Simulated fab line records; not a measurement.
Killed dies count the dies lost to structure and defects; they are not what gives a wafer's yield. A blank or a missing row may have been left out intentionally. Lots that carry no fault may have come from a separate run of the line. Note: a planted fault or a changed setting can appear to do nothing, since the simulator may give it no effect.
Which of the tools did it? + flow rit-cmos + 13 lots, 39 wafers sampled, at 4 steps of a route of 202

== WHAT EACH GAUGE READ, for each wafer ==
RIT_PRETRO_OVL_MEAS_06.
| lot  | measured    | on         | PRETRO_OVL (nm) |
|------|-------------|------------|-----------------|
| L495 | day 2 17:12 | overlay-02 | -0.3 0.5 -0.3   |
| L496 | day 2 22:33 | overlay-02 | -3.5 0.9 -1.4   |
| L497 | day 3 06:37 | overlay-01 | 1.5 -0.2 -0.2   |
| L501 | day 3 20:33 | overlay-01 | -1.6 -2.0 -0.3  |
| L505 | day 4 20:46 | overlay-01 | 0.0 1.1 -0.7    |
| L506 | day 5 01:17 | overlay-01 | -0.1 0.1 -0.7   |
| L507 | day 5 06:29 | overlay-01 | -1.4 1.0 -1.8   |
| L508 | day 5 10:25 | overlay-02 | 1.0 0.9 1.2     |
| L511 | day 6 01:10 | overlay-02 | -1.6 -2.8 -2.4  |
| L513 | day 6 10:05 | overlay-02 | 0.1 -0.9 0.7    |
| L515 | day 6 18:24 | overlay-02 | 1.3 0.6 0.1     |
| L516 | day 7 00:12 | overlay-02 | -1.1 -1.2 -1.5  |
| L517 | day 7 06:38 | overlay-01 | 0.0 1.1 0.7     |

RIT_PLDD_OVL_MEAS_06.
| lot  | measured    | on         | PLDD_OVL (nm)  |
|------|-------------|------------|----------------|
| L495 | day 3 08:49 | overlay-02 | -1.1 -0.2 -1.1 |
| L496 | day 3 16:05 | overlay-02 | -0.5 -0.3 -1.5 |
| L497 | day 3 20:45 | overlay-01 | -0.4 0.3 0.6   |
| L501 | day 4 12:04 | overlay-02 | 1.0 2.8 0.7    |
| L505 | day 5 12:29 | overlay-01 | -0.1 -0.2 1.2  |
| L506 | day 5 18:23 | overlay-01 | -0.4 -0.5 0.1  |
| L507 | day 5 20:59 | overlay-01 | -0.4 2.6 1.7   |
| L508 | day 6 03:27 | overlay-01 | -0.6 -1.3 0.3  |
| L511 | day 6 17:04 | overlay-02 | -1.0 -1.0 0.4  |
| L513 | day 7 00:46 | overlay-01 | -2.7 -2.0 -2.2 |
| L515 | day 7 07:46 | overlay-02 | 1.3 1.8 0.3    |
| L516 | day 7 17:15 | overlay-02 | -1.1 -1.0 0.8  |
| L517 | day 7 19:40 | overlay-02 | 0.8 -1.0 -0.9  |

RIT_SDANNEAL_RS_MEAS_04: the measuring method here is four-point-probe.
| lot  | measured    | on            | PSD_RS (ohm/sq)      |
|------|-------------|---------------|----------------------|
| L495 | day 3 16:04 | film-metro-02 | 115.95 115.83 115.97 |
| L496 | day 3 22:55 | film-metro-04 | 115.59 115.55 115.61 |
| L497 | day 4 03:26 | film-metro-04 | 115.74 115.77 115.92 |
| L501 | day 4 19:34 | film-metro-02 | 116.18 116.14 115.95 |
| L505 | day 5 18:55 | film-metro-02 | 116.01 115.88 115.85 |
| L506 | day 6 00:59 | film-metro-02 | 116.08 116.40 116.49 |
| L507 | day 6 03:28 | film-metro-04 | 116.31 116.16 116.13 |
| L508 | day 6 11:22 | film-metro-04 | 116.01 115.78 115.84 |
| L511 | day 6 23:53 | film-metro-04 | 116.19 116.11 115.81 |
| L513 | day 7 07:29 | film-metro-04 | 115.94 115.90 116.04 |
| L515 | day 7 14:19 | film-metro-04 | 116.08 115.64 115.61 |
| L516 | day 7 23:51 | film-metro-02 | 116.09 116.03 116.15 |
| L517 | day 8 02:09 | film-metro-04 | 115.85 116.22 115.87 |

== WHICH TOOL RAN EACH LOT (tool, then ch and the chambers of the sampled wafers, then the start) ==
| lot  | RIT_GATE_CLEAN_01              |
|------|--------------------------------|
| L495 | wet-bench-01 ch 1, day 2 17:55 |
| L496 | wet-bench-03 ch 2, day 2 23:16 |
| L497 | wet-bench-01 ch 1, day 3 07:18 |
| L501 | wet-bench-03 ch 3, day 3 21:16 |
| L505 | wet-bench-02 ch 3, day 4 21:28 |
| L506 | wet-bench-02 ch 1, day 5 01:59 |
| L507 | wet-bench-01 ch 3, day 5 07:11 |
| L508 | wet-bench-01 ch 3, day 5 11:06 |
| L511 | wet-bench-02 ch 2, day 6 01:51 |
| L513 | wet-bench-01 ch 0, day 6 10:47 |
| L515 | wet-bench-01 ch 2, day 6 19:05 |
| L516 | wet-bench-03 ch 1, day 7 00:53 |
| L517 | wet-bench-03 ch 3, day 7 07:20 |
- RIT_GATE_CLEAN_01: cleans in SC1, time 600 s.

== AS READ BY THE TOOLS THEMSELVES (means over the sampled wafers that have a number; for cases with no such wafer, the mark the record gives instead) ==
RIT_GATE_CLEAN_01.
| lot  | tool         | run-length-s (s) |
|------|--------------|------------------|
| L495 | wet-bench-01 | 626              |
| L496 | wet-bench-03 | 632              |
| L497 | wet-bench-01 | 626              |
| L501 | wet-bench-03 | 474              |
| L505 | wet-bench-02 | 624              |
| L506 | wet-bench-02 | 627              |
| L507 | wet-bench-01 | 625              |
| L508 | wet-bench-01 | 625              |
| L511 | wet-bench-02 | 632              |
| L513 | wet-bench-01 | 626              |
| L515 | wet-bench-01 | 633              |
| L516 | wet-bench-03 | 634              |
| L517 | wet-bench-03 | 625              |

== THE ANSWER, worked out from the rows above alone ==
Rule: the usual values come from the lots themselves. The widest of any qualifying gaps counts: lots, ordered by their means at a reading, are off when they make up no more than a third of the lots, leave a main group of 4 or more, and stand apart from it by 3 or more times the standard deviation of that group's means. Not used: any main group whose means are identical at the precision the tables above print for the reading. Also off: a lot with no number at a reading for which 4 or more lots have one. The other lots that the step has rows for count as sound. After the gauges, taken in route order, come the tools' own readings; for these a lot's mean is taken, as printed above. At the first step where some lot is off, the reading lying furthest off is the one used; lots without a number count as furthest.
Off: L501, at RIT_GATE_CLEAN_01 (run-length-s). The main group has a mean of 628 s with a standard deviation of 3.5.
If a tool, at that step or one of the process steps before it, ran each lot that is off and ran no sound lot following the first of them, it fits. Not one of the candidates tried fits.

== WHAT HAD BEEN PUT IN BY THE SIMULATOR ==
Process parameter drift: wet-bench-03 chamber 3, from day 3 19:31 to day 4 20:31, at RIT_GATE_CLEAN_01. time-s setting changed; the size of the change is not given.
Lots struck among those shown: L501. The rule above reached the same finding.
